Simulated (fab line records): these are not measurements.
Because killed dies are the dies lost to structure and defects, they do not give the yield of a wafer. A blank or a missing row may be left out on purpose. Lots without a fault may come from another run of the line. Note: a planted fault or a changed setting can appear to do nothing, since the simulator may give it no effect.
A single fault, viewed from 2 desks + flow berkeley_cmos170 + only its own numbers are on each desk; what lay behind them is given at the end

== THE METROLOGY DESK ==
Means of the sampled wafers that have a number, per lot and without regard to the tool the lot ran on: this is what the gauges read. Any lot whose mean is over 4 standard deviations away from the usual mean is out of limits and marked OUT; that distance is given in the brackets.
Columns: A = GATE_POLY_THK at UCB170_GATE_THK_MEAS_05, usual 212.7 nm; B = NLDD_TW at UCB170_NLDD_TW_MEAS_11, usual 2197
| lot  | first seen here | A     | B    |
|------|-----------------|-------|------|
| L206 | day 7 03:56     | 214.4 | 2220 |
| L205 | day 7 04:00     | 218.5 | 2172 |
| L207 | day 7 16:28     | 212.7 | 2194 |
| L209 | day 7 16:28     | 209.6 | 2222 |
| L212 | day 8 08:56     | 210.6 | 2203 |
| L211 | day 8 08:57     | 213.6 | 2179 |
| L210 | day 8 08:58     | 210.9 | 2201 |
| L213 | day 8 20:26     | 211.5 | 2224 |
| L215 | day 9 03:52     | 208.8 | 2191 |
| L225 | day 10 22:50    | 214.3 | 2218 |
| L224 | day 10 22:51    | 217.6 | 2174 |
| L227 | day 11 09:58    | 212.9 | 2191 |
| L228 | day 11 10:01    | 213.0 | 2215 |
Finding of this desk: none of the 13 lots has anything out of limits.

== THE TOOL OWNER'S DESK: rie_diel-04 ==
The tool's own readings at UCB170_SPACER_ETCHBACK_03 (etches SiO2 in CHF3/CF4/Ar, stops on Si, target depth 376 nm, time 100 s): means of the sampled wafers that have a number, for each lot that ran on this tool. Any lot whose mean is over 4 standard deviations away from the usual mean is out of limits and marked OUT; that distance is given in the brackets.
Columns: A = drypump_motor_current_A at UCB170_SPACER_ETCHBACK_03, usual 5.5 A; B = oes_product_au at UCB170_SPACER_ETCHBACK_03, usual 0.892 a.u.; C = throttle_valve_pct at UCB170_SPACER_ETCHBACK_03, usual 6.46 %
| lot  | first seen here | A   | B     | C    |
|------|-----------------|-----|-------|------|
| L205 | day 7 15:59     | 5.1 | 0.879 | 6.46 |
| L207 | day 8 05:04     | 5.3 | 0.894 | 6.52 |
| L212 | day 8 20:50     | 5.1 | 0.883 | 6.43 |
| L213 | day 9 08:02     | 5.2 | 0.879 | 6.46 |
| L215 | day 9 20:21     | 5.4 | 0.897 | 6.52 |
| L224 | day 11 10:03    | 5.4 | 0.853 | 6.54 |
Finding of this desk: none of the 6 lots has anything out of limits.

== TAKEN TOGETHER ==
From the metrology desk's view, nothing was out of limits.
The desk of the tool owner found nothing out of limits.

== WHAT THE SIMULATOR PUT IN ==
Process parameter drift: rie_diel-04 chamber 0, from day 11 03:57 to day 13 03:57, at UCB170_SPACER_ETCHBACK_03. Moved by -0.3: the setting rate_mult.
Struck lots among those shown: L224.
